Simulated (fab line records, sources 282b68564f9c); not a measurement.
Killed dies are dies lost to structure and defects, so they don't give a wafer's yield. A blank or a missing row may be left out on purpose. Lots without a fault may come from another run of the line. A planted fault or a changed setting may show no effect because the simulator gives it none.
Problem report in the 8D (eight disciplines) form, filled by code | flow rit_cmos | the parts of the form that need people (team, actions taken, sign-off) are left out

1. THE PROBLEM
run_length_s at RIT_PRETRO_STRIP_09 reads a mean of 27.4 s on 3 wafers of 1 lot; wafers without a fault read 208.4 s with a standard deviation of 0.41. That is -99 or more standard deviations from the usual mean.
The step: strips in O2, time 180 s.
First seen on wafer L753.2, day 5 00:41, on plasma_asher-03. The record holds 39 wafers of 13 lots with a number at this step. Rule for "out", or "out of limits": more than 4 standard deviations from the usual mean. The other wafers with a number count as sound.

2. WHAT IT IS AND WHAT IT IS NOT
question                    | is                     | is not
which readings at this step | run_length_s           | chamber_pressure_mTorr, drypump_motor_current_A, rf_refl_power_W
which lots                  | L753                   | L740, L741, L742, L743, L744, L745, L747, L748, L755, L760, L761, L762
which wafers of those lots  | all that have a number | -
read on which tools         | plasma_asher-03        | plasma_asher-02
when                        | from day 5 00:41       | up to then (24 sound wafers); but 12 sound wafers of L755, L760, L761, L762 came after

3. SUSPECTS, AND WHAT RULES EACH OUT
Counting: a tool at a process step up to the reading stays a suspect if it ran every lot that is out and no sound lot after the first of them.
- plasma_asher-03 at RIT_PRETRO_STRIP_09 (strips in O2, time 180 s): kept. It ran the lot that is out, L753 (day 5 00:41), and no sound lot after that; its last sound lot up to then is L748 (day 3 23:10). Its own readings are out on those wafers: run_length_s.
Left after counting: plasma_asher-03 at RIT_PRETRO_STRIP_09.

4. THE CAUSE (what the simulator had put in)
Strip aborted: plasma_asher-03, from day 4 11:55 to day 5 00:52, at RIT_PRETRO_STRIP_09. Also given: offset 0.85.
Counting left only this tool.

5. THE CHAIN OF EFFECTS, in route order
Each row: a reading whose mean over the struck wafers that have a number lies more than 3 standard deviations from the usual. Only readings for which the record gives a usual standard deviation are gone through. hours: the time from each lot's start at the first step in this table that gives one to its start at this step, as a median over the lots. sigmas: the change in usual standard deviations.
hours | step                | reading      | usual   | on struck wafers | change | sigmas
0     | RIT_PRETRO_STRIP_09 | run_length_s | 208.4 s | 27.4             | -181.0 | -99 or more
The process steps in it:
- RIT_PRETRO_STRIP_09: strips in O2, time 180 s.

6. WHAT WOULD HAVE CAUGHT IT SOONER
In this record the first reading out of limits was taken at day 5 00:41, 13 hours after the fault began at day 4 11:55.
